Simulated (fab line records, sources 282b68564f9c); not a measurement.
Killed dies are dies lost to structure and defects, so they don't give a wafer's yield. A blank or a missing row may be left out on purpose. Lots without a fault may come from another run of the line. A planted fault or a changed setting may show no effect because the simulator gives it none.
Problem report in the 8D (eight disciplines) form, filled by code | flow rit_cmos | the parts of the form that need people (team, actions taken, sign-off) are left out

1. THE PROBLEM
NWELL_RS at RIT_WELLDRIVE_RS_MEAS_01 reads a mean of 290.2 ohm/sq on 9 wafers of 3 lots; wafers without a fault read 279.7 ohm/sq with a standard deviation of 0.75. That is +14 standard deviations from the usual mean.
The step: measures by four-point-probe.
First seen on wafer L248.1, day 4 01:13, on film_metro-04. The record holds 45 wafers of 15 lots with a number at this step. Rule for "out", or "out of limits": more than 4 standard deviations from the usual mean. The other wafers with a number count as sound.

2. WHAT IT IS AND WHAT IT IS NOT
question                    | is                     | is not
which readings at this step | NWELL_RS               | -
which lots                  | L248, L249, L250       | L239, L240, L241, L242, L243, L244, L246, L247, L259, L260, L261, L262
which wafers of those lots  | all that have a number | -
read on which gauges        | film_metro-04          | film_metro-01, film_metro-03
when                        | from day 4 01:13       | up to then (24 sound wafers); but 12 sound wafers of L259, L260, L261, L262 came after

3. SUSPECTS, AND WHAT RULES EACH OUT
Counting: a tool at a process step up to the reading stays a suspect if it ran every lot that is out and no sound lot after the first of them.
- the gauge at RIT_WELLDRIVE_RS_MEAS_01: ruled out. All the wafers that are out were read on film_metro-04, but those of them that RIT_WELLDRIVE_ANNEAL_00 has rows for are out there too, on other tools.
- furnace-01 at RIT_WELLDRIVE_ANNEAL_00 (time 14700 s): kept. It ran every lot that is out, first L248 (day 3 20:08), and no sound lot after that; its last sound lot up to then is L247 (day 3 15:03). Its own readings are out on those wafers: run_length_s.
Left after counting: furnace-01 at RIT_WELLDRIVE_ANNEAL_00.

4. THE CAUSE (what the simulator had put in)
Process parameter drift: furnace-01, from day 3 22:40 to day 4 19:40, at RIT_WELLDRIVE_ANNEAL_00. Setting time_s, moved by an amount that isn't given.
Counting left only this tool.

5. THE CHAIN OF EFFECTS, in route order
Each row: a reading whose mean over the struck wafers that have a number lies more than 3 standard deviations from the usual. Only readings for which the record gives a usual standard deviation are gone through. hours: the time from each lot's start at the first step in this table that gives one to its start at this step, as a median over the lots. sigmas: the change in usual standard deviations.
hours | step                     | reading      | usual        | on struck wafers | change | sigmas
0     | RIT_WELLDRIVE_ANNEAL_00  | run_length_s | 18265 s      | 15321            | -2944  | -99 or more
5     | RIT_WELLDRIVE_RS_MEAS_01 | NWELL_RS     | 279.7 ohm/sq | 290.2            | +10.5  | +14
5     | RIT_WELLDRIVE_RS_MEAS_02 | PWELL_RS     | 429.6 ohm/sq | 440.3            | +10.7  | +7.7
The process steps in it:
- RIT_WELLDRIVE_ANNEAL_00: time 14700 s.

6. WHAT WOULD HAVE CAUGHT IT SOONER
In this record the first reading out of limits at a measuring or inspecting step was taken at day 4 01:13, 3 hours after the fault began at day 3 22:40.
The tool's own readings at RIT_WELLDRIVE_ANNEAL_00 were out on every struck wafer that the step has a row for (run_length_s): an alarm limit on them would have fired on the first of those.
Of the lots that are out (3), L250 began RIT_WELLDRIVE_ANNEAL_00 on furnace-01 after day 4 01:13. A hold on the tool at that time would have spared it.
